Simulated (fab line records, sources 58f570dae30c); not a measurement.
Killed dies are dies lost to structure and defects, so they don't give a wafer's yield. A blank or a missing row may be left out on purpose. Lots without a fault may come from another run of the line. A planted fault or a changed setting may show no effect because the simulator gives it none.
Which tool did it? | flow berkeley_cmos170 | 14 lots, 42 wafers sampled, at 4 steps of a route of 331

WHAT THE GAUGES READ, wafer by wafer
UCB170_V2_OVL_MEAS_13. Usual: V2_OVL -1 nm, standard deviation 5.5.
lot  | measured     | on         | V2_OVL (nm) | flag
L538 | day 7 10:41  | overlay-01 | 2 -4 -6     |
L539 | day 7 18:26  | overlay-01 | 2 -7 2      |
L543 | day 8 12:43  | overlay-02 | -2 0 -4     |
L541 | day 8 11:10  | overlay-02 | -4 -5 -1    |
L542 | day 8 11:44  | overlay-01 | 5 4 3       |
L540 | day 8 12:27  | overlay-02 | -9 -6 -4    |
L545 | day 9 04:42  | overlay-02 | -5 -3 7     |
L544 | day 9 04:23  | overlay-01 | -7 -8 -6    |
L548 | day 9 12:43  | overlay-02 | 4 -3 -2     |
L546 | day 9 16:20  | overlay-02 | -4 2 3      |
L547 | day 9 11:47  | overlay-02 | 13 5 11     |
L549 | day 9 16:25  | overlay-01 | -3 -4 1     |
L560 | day 12 08:16 | overlay-01 | 5 2 5       |
L561 | day 12 08:59 | overlay-02 | -2 -9 -3    |

UCB170_M3_CD_MEAS_15: target cd 700 nm. Usual: cd_nm 699.4 nm, standard deviation 1.4.
lot  | measured     | on        | cd_nm (nm)        | flag
L538 | day 7 13:37  | cd_sem-02 | 698.7 699.5 699.3 |
L539 | day 7 21:43  | cd_sem-01 | 701.2 701.2 700.8 |
L543 | day 8 16:41  | cd_sem-02 | 698.8 699.5 697.4 |
L541 | day 8 15:31  | cd_sem-01 | 698.4 699.3 698.5 |
L542 | day 8 16:16  | cd_sem-01 | 700.5 701.8 702.0 |
L540 | day 8 16:34  | cd_sem-01 | 698.8 697.6 699.2 |
L545 | day 9 10:38  | cd_sem-02 | 697.3 696.8 697.8 |
L544 | day 9 06:56  | cd_sem-01 | 700.1 699.5 699.0 |
L548 | day 9 17:08  | cd_sem-02 | 697.9 697.7 701.3 |
L546 | day 9 20:04  | cd_sem-01 | 698.6 698.1 699.0 |
L547 | day 9 15:32  | cd_sem-02 | 698.4 700.0 699.5 |
L549 | day 9 20:07  | cd_sem-02 | 699.2 698.2 698.1 |
L560 | day 12 10:46 | cd_sem-02 | 699.3 696.8 698.0 |
L561 | day 12 11:37 | cd_sem-01 | 700.0 699.2 698.6 |

WHICH TOOL RAN EACH LOT (tool, then ch and the chambers of the sampled wafers, then the start)
lot  | UCB170_NLDD_STRIP_10                 | UCB170_M2_METAL_ETCH_18
L538 | plasma_asher-04 ch 0,1, day 6 03:50  | rie_metal-02 ch 0,1, day 7 08:27
L539 | plasma_asher-03 ch 0,1, day 6 12:29  | rie_metal-01 ch 1, day 7 15:53
L543 | plasma_asher-02 ch 0,1, day 7 00:06  | rie_metal-03 ch 0,1, day 8 08:53
L541 | plasma_asher-03 ch 0,1, day 7 00:30  | rie_metal-03 ch 0,1, day 8 08:08
L542 | plasma_asher-02 ch 0,1, day 7 01:14  | rie_metal-01 ch 0,1, day 8 08:24
L540 | plasma_asher-04 ch 0,1, day 7 02:46  | rie_metal-02 ch 0,1, day 8 08:38
L545 | plasma_asher-03 ch 0,1, day 7 19:56  | rie_metal-02 ch 0,1, day 9 02:16
L544 | plasma_asher-02 ch 1, day 7 20:23    | rie_metal-03 ch 0,1, day 9 02:07
L548 | plasma_asher-03 ch 0,1, day 8 06:26  | rie_metal-03 ch 0,1, day 9 09:49
L546 | plasma_asher-04 ch 0,1, day 8 06:43  | rie_metal-01 ch 0,1, day 9 12:23
L547 | plasma_asher-03 ch 0,1, day 8 06:59  | rie_metal-01 ch 0,1, day 9 09:01
L549 | plasma_asher-03 ch 0,1, day 8 07:16  | rie_metal-03 ch 0,1, day 9 12:31
L560 | plasma_asher-02 ch 0,1, day 10 19:03 | rie_metal-01 ch 0,1, day 12 06:05
L561 | plasma_asher-04 ch 0,1, day 10 19:17 | rie_metal-03 ch 0,1, day 12 06:36
- UCB170_NLDD_STRIP_10: strips in O2.
- UCB170_M2_METAL_ETCH_18: etches Al in Cl2/BCl3, stops on SiO2, target depth 1170 nm, time 195 s.

WHAT THE TOOLS THEMSELVES READ (means of the sampled wafers that have a number; where no wafer has one, the mark that the record gives instead)
UCB170_NLDD_STRIP_10. Usual: drypump_motor_current_A 5.8 A, standard deviation 0.47; o2_flow_sccm 399.9 sccm, standard deviation 1.1; oes_product_au 0.735 a.u., standard deviation 0.0045; strip_time_to_endpoint_s 21.60 s, standard deviation 0.067.
lot  | tool            | drypump_motor_current_A (A) | o2_flow_sccm (sccm) | oes_product_au (a.u.) | strip_time_to_endpoint_s (s) | flag
L538 | plasma_asher-04 | 6.1                         | 400.5               | 0.735                 | 21.51                        |
L539 | plasma_asher-03 | 5.2                         | 398.7               | 0.736                 | 21.71                        |
L543 | plasma_asher-02 | 5.7                         | 399.3               | 0.734                 | 21.66                        |
L541 | plasma_asher-03 | 5.3                         | 399.6               | 0.736                 | 21.70                        |
L542 | plasma_asher-02 | 5.7                         | 400.5               | 0.735                 | 21.61                        |
L540 | plasma_asher-04 | 6.1                         | 399.0               | 0.737                 | 21.55                        |
L545 | plasma_asher-03 | 5.3                         | 400.4               | 0.734                 | 21.63                        |
L544 | plasma_asher-02 | 6.4                         | 399.2               | 0.732                 | 21.50                        |
L548 | plasma_asher-03 | 5.2                         | 400.5               | 0.737                 | 21.61                        |
L546 | plasma_asher-04 | 6.1                         | 399.9               | 0.732                 | 21.65                        |
L547 | plasma_asher-03 | 5.3                         | 399.9               | 0.734                 | 21.60                        |
L549 | plasma_asher-03 | 5.3                         | 400.2               | 0.734                 | 21.60                        |
L560 | plasma_asher-02 | 6.0                         | 400.4               | 0.734                 | 21.54                        |
L561 | plasma_asher-04 | 6.1                         | 399.4               | 0.731                 | 21.55                        |

UCB170_M2_METAL_ETCH_18. Usual: drypump_motor_current_A 5.6 A, standard deviation 0.45; oes_product_au 0.858 a.u., standard deviation 0.017; throttle_valve_pct 24.36 %, standard deviation 0.2.
lot  | tool         | drypump_motor_current_A (A) | oes_product_au (a.u.) | throttle_valve_pct (%) | flag
L538 | rie_metal-02 | 6.1                         | 0.851                 | 24.16                  |
L539 | rie_metal-01 | 5.7                         | 0.831                 | 24.40                  |
L543 | rie_metal-03 | 5.7                         | 0.863                 | 24.30                  |
L541 | rie_metal-03 | 5.9                         | 0.865                 | 24.33                  |
L542 | rie_metal-01 | 5.3                         | 0.854                 | 24.51                  |
L540 | rie_metal-02 | 6.1                         | 0.851                 | 24.16                  |
L545 | rie_metal-02 | 5.8                         | 0.855                 | 24.13                  |
L544 | rie_metal-03 | 5.9                         | 0.865                 | 24.32                  |
L548 | rie_metal-03 | 5.9                         | 0.861                 | 24.33                  |
L546 | rie_metal-01 | 5.4                         | 0.849                 | 24.51                  |
L547 | rie_metal-01 | 5.4                         | 0.854                 | 24.51                  |
L549 | rie_metal-03 | 5.8                         | 0.866                 | 24.34                  |
L560 | rie_metal-01 | 5.4                         | 0.857                 | 24.51                  |
L561 | rie_metal-03 | 5.9                         | 0.867                 | 24.32                  |

THE ANSWER, worked out from the rows above alone
Rule: a lot is off if the mean of its wafers that have a number lies more than 3 standard deviations from the usual mean. A lot without any number at a reading at which 4 lots or more have one is off too. The other lots that the step has rows for count as sound. The gauges are gone through in route order, then the tools' own readings, and for those a lot's mean is taken as printed above. The first step at which some lot is off is used, and at that step the reading that is off furthest; a lot without a number counts as furthest.
No lot is off at any reading shown: from this, nothing can be told.

WHAT THE SIMULATOR HAD PUT IN
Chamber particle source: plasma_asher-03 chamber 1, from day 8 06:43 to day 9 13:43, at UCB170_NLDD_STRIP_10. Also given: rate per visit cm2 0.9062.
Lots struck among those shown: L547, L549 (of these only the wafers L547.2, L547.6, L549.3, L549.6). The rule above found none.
